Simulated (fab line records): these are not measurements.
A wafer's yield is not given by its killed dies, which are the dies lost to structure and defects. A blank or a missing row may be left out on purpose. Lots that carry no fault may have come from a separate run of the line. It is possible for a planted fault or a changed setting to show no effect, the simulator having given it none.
Which tool was responsible? || flow berkeley-cmos170 || Sampling: 13 lots, 39 wafers, 4 of 331 route steps

## WHAT EACH GAUGE READ, for each wafer
UCB170_ACTIVE_THK_MEAS_06.
{"lot": "L276", "measured": "day 4 22:41", "on": "film-metro-01", "ACTIVE_NITRIDE_THK (nm)": "216.6 217.2 217.4"}
{"lot": "L277", "measured": "day 4 22:41", "on": "film-metro-03", "ACTIVE_NITRIDE_THK (nm)": "220.7 221.3 218.7"}
{"lot": "L280", "measured": "day 5 14:12", "on": "film-metro-02", "ACTIVE_NITRIDE_THK (nm)": "220.7 222.7 222.3"}
{"lot": "L279", "measured": "day 5 14:12", "on": "film-metro-03", "ACTIVE_NITRIDE_THK (nm)": "222.3 222.2 222.6"}
{"lot": "L278", "measured": "day 5 14:12", "on": "film-metro-01", "ACTIVE_NITRIDE_THK (nm)": "221.5 222.2 221.9"}
{"lot": "L282", "measured": "day 5 21:02", "on": "film-metro-01", "ACTIVE_NITRIDE_THK (nm)": "219.4 219.3 217.2"}
{"lot": "L285", "measured": "day 6 18:17", "on": "film-metro-02", "ACTIVE_NITRIDE_THK (nm)": "212.8 213.1 211.3"}
{"lot": "L293", "measured": "day 8 06:03", "on": "film-metro-01", "ACTIVE_NITRIDE_THK (nm)": "221.9 222.2 222.4"}
{"lot": "L291", "measured": "day 8 06:02", "on": "film-metro-02", "ACTIVE_NITRIDE_THK (nm)": "221.8 223.8 223.0"}
{"lot": "L295", "measured": "day 8 06:07", "on": "film-metro-01", "ACTIVE_NITRIDE_THK (nm)": "221.7 220.5 222.9"}
{"lot": "L294", "measured": "day 8 06:10", "on": "film-metro-02", "ACTIVE_NITRIDE_THK (nm)": "222.7 221.3 223.1"}
{"lot": "L296", "measured": "day 8 22:38", "on": "film-metro-03", "ACTIVE_NITRIDE_THK (nm)": "222.6 221.2 222.8"}
{"lot": "L299", "measured": "day 9 11:29", "on": "film-metro-02", "ACTIVE_NITRIDE_THK (nm)": "217.7 219.7 218.2"}

UCB170_ACTIVE_CD_MEAS_13: the cd target is 1200 nm.
{"lot": "L276", "measured": "day 4 23:35", "on": "cd-sem-02", "cd-nm (nm)": "1200.4 1198.7 1200.1"}
{"lot": "L277", "measured": "day 4 23:43", "on": "cd-sem-01", "cd-nm (nm)": "1200.8 1200.3 1200.8"}
{"lot": "L280", "measured": "day 5 15:29", "on": "cd-sem-02", "cd-nm (nm)": "1199.3 1199.4 1198.4"}
{"lot": "L279", "measured": "day 5 15:36", "on": "cd-sem-02", "cd-nm (nm)": "1197.9 1200.1 1198.9"}
{"lot": "L278", "measured": "day 5 15:56", "on": "cd-sem-01", "cd-nm (nm)": "1197.8 1197.9 1198.5"}
{"lot": "L282", "measured": "day 5 22:43", "on": "cd-sem-02", "cd-nm (nm)": "1197.2 1199.5 1198.6"}
{"lot": "L285", "measured": "day 6 19:43", "on": "cd-sem-01", "cd-nm (nm)": "1199.9 1199.7 1199.9"}
{"lot": "L293", "measured": "day 8 07:47", "on": "cd-sem-02", "cd-nm (nm)": "1197.9 1200.0 1198.4"}
{"lot": "L291", "measured": "day 8 07:29", "on": "cd-sem-01", "cd-nm (nm)": "1201.6 1201.0 1201.6"}
{"lot": "L295", "measured": "day 8 07:50", "on": "cd-sem-01", "cd-nm (nm)": "1198.0 1197.9 1197.6"}
{"lot": "L294", "measured": "day 8 08:05", "on": "cd-sem-01", "cd-nm (nm)": "1198.6 1197.9 1198.6"}
{"lot": "L296", "measured": "day 9 01:02", "on": "cd-sem-01", "cd-nm (nm)": "1199.6 1199.5 1200.7"}
{"lot": "L299", "measured": "day 9 12:31", "on": "cd-sem-01", "cd-nm (nm)": "1199.1 1199.6 1198.7"}

## TOOL THAT RAN EACH LOT (tool first, then ch and the chambers of the sampled wafers, then the start)
{"lot": "L276", "UCB170_PWELL_STRIP_16": "plasma-asher-04 ch 0,1, day 3 08:09", "UCB170_ACTIVE_CVD_05": "lpcvd-02 ch 0, day 4 20:46"}
{"lot": "L277", "UCB170_PWELL_STRIP_16": "plasma-asher-02 ch 0,1, day 3 14:38", "UCB170_ACTIVE_CVD_05": "lpcvd-02 ch 1, day 4 20:46"}
{"lot": "L280", "UCB170_PWELL_STRIP_16": "plasma-asher-03 ch 0,1, day 4 03:59", "UCB170_ACTIVE_CVD_05": "lpcvd-01 ch 1, day 5 12:17"}
{"lot": "L279", "UCB170_PWELL_STRIP_16": "plasma-asher-02 ch 0,1, day 4 04:06", "UCB170_ACTIVE_CVD_05": "lpcvd-01 ch 0, day 5 12:17"}
{"lot": "L278", "UCB170_PWELL_STRIP_16": "plasma-asher-04 ch 0,1, day 4 04:16", "UCB170_ACTIVE_CVD_05": "lpcvd-01 ch 0, day 5 12:17"}
{"lot": "L282", "UCB170_PWELL_STRIP_16": "plasma-asher-02 ch 0,1, day 4 13:10", "UCB170_ACTIVE_CVD_05": "lpcvd-02 ch 1, day 5 19:07"}
{"lot": "L285", "UCB170_PWELL_STRIP_16": "plasma-asher-02 ch 0, day 5 10:05", "UCB170_ACTIVE_CVD_05": "lpcvd-02 ch 1, day 6 16:18"}
{"lot": "L293", "UCB170_PWELL_STRIP_16": "plasma-asher-04 ch 0,1, day 6 22:29", "UCB170_ACTIVE_CVD_05": "lpcvd-01 ch 1, day 8 04:08"}
{"lot": "L291", "UCB170_PWELL_STRIP_16": "plasma-asher-02 ch 0,1, day 6 22:32", "UCB170_ACTIVE_CVD_05": "lpcvd-01 ch 0, day 8 04:08"}
{"lot": "L295", "UCB170_PWELL_STRIP_16": "plasma-asher-03 ch 1, day 6 23:05", "UCB170_ACTIVE_CVD_05": "lpcvd-01 ch 0, day 8 04:08"}
{"lot": "L294", "UCB170_PWELL_STRIP_16": "plasma-asher-02 ch 0,1, day 6 23:12", "UCB170_ACTIVE_CVD_05": "lpcvd-01 ch 1, day 8 04:08"}
{"lot": "L296", "UCB170_PWELL_STRIP_16": "plasma-asher-04 ch 0,1, day 7 15:59", "UCB170_ACTIVE_CVD_05": "lpcvd-01 ch 0, day 8 20:43"}
{"lot": "L299", "UCB170_PWELL_STRIP_16": "plasma-asher-02 ch 1, day 8 09:17", "UCB170_ACTIVE_CVD_05": "lpcvd-01 ch 1, day 9 09:34"}
- UCB170_PWELL_STRIP_16: strips in O2.
- UCB170_ACTIVE_CVD_05: deposits Si3N4 from SiH2Cl2/NH3, target thk 220 nm, time 3300 s.

## WHAT THE TOOLS THEMSELVES READ (means of the sampled wafers that have a number; where no wafer has one, the mark that the record gives instead)
UCB170_PWELL_STRIP_16.
{"lot": "L276", "tool": "plasma-asher-04", "drypump-motor-current-A (A)": 5.5, "o2-flow-sccm (sccm)": 399.3, "oes-product-au (a.u.)": 0.719, "strip-time-to-endpoint-s (s)": 18.01}
{"lot": "L277", "tool": "plasma-asher-02", "drypump-motor-current-A (A)": 5.3, "o2-flow-sccm (sccm)": 399.5, "oes-product-au (a.u.)": 0.721, "strip-time-to-endpoint-s (s)": 18.03}
{"lot": "L280", "tool": "plasma-asher-03", "drypump-motor-current-A (A)": 5.8, "o2-flow-sccm (sccm)": 401.0, "oes-product-au (a.u.)": 0.722, "strip-time-to-endpoint-s (s)": 18.06}
{"lot": "L279", "tool": "plasma-asher-02", "drypump-motor-current-A (A)": 5.9, "o2-flow-sccm (sccm)": 399.5, "oes-product-au (a.u.)": 0.719, "strip-time-to-endpoint-s (s)": 18.17}
{"lot": "L278", "tool": "plasma-asher-04", "drypump-motor-current-A (A)": 5.4, "o2-flow-sccm (sccm)": 401.0, "oes-product-au (a.u.)": 0.720, "strip-time-to-endpoint-s (s)": 17.99}
{"lot": "L282", "tool": "plasma-asher-02", "drypump-motor-current-A (A)": 5.3, "o2-flow-sccm (sccm)": 400.3, "oes-product-au (a.u.)": 0.724, "strip-time-to-endpoint-s (s)": 18.06}
{"lot": "L285", "tool": "plasma-asher-02", "drypump-motor-current-A (A)": 6.4, "o2-flow-sccm (sccm)": 401.6, "oes-product-au (a.u.)": 0.720, "strip-time-to-endpoint-s (s)": 18.03}
{"lot": "L293", "tool": "plasma-asher-04", "drypump-motor-current-A (A)": 5.5, "o2-flow-sccm (sccm)": 399.9, "oes-product-au (a.u.)": 0.720, "strip-time-to-endpoint-s (s)": 18.16}
{"lot": "L291", "tool": "plasma-asher-02", "drypump-motor-current-A (A)": 5.9, "o2-flow-sccm (sccm)": 401.1, "oes-product-au (a.u.)": 0.719, "strip-time-to-endpoint-s (s)": 18.11}
{"lot": "L295", "tool": "plasma-asher-03", "drypump-motor-current-A (A)": 5.9, "o2-flow-sccm (sccm)": 397.2, "oes-product-au (a.u.)": 0.725, "strip-time-to-endpoint-s (s)": 18.19}
{"lot": "L294", "tool": "plasma-asher-02", "drypump-motor-current-A (A)": 5.9, "o2-flow-sccm (sccm)": 401.1, "oes-product-au (a.u.)": 0.722, "strip-time-to-endpoint-s (s)": 18.03}
{"lot": "L296", "tool": "plasma-asher-04", "drypump-motor-current-A (A)": 5.5, "o2-flow-sccm (sccm)": 401.2, "oes-product-au (a.u.)": 0.722, "strip-time-to-endpoint-s (s)": 17.97}
{"lot": "L299", "tool": "plasma-asher-02", "drypump-motor-current-A (A)": 4.8, "o2-flow-sccm (sccm)": 399.3, "oes-product-au (a.u.)": 0.721, "strip-time-to-endpoint-s (s)": 18.03}

## THE ANSWER, worked out from the rows above alone
Rule: the lots themselves supply what counts as usual. Put in order of their means at a reading, lots are off if they are a third of the lots or fewer, leave a main group of 4 or more, and stand apart from it by a gap of 3 or more times the standard deviation of the main group's means; of several such gaps the widest counts. If all means in a main group match to the digits the tables above print for the reading, that group is not used. Also off: a lot with no number at a reading for which 4 or more lots have one. All remaining lots with rows at the step are treated as sound. First the gauges in route order, then the tools' own readings, where a lot's mean is used as printed above. The first step at which some lot is off is used, and at that step the reading that is off furthest; a lot without a number counts as furthest.
Nothing can be told from this: no lot is off at any reading shown.

## WHAT HAD BEEN PUT IN BY THE SIMULATOR
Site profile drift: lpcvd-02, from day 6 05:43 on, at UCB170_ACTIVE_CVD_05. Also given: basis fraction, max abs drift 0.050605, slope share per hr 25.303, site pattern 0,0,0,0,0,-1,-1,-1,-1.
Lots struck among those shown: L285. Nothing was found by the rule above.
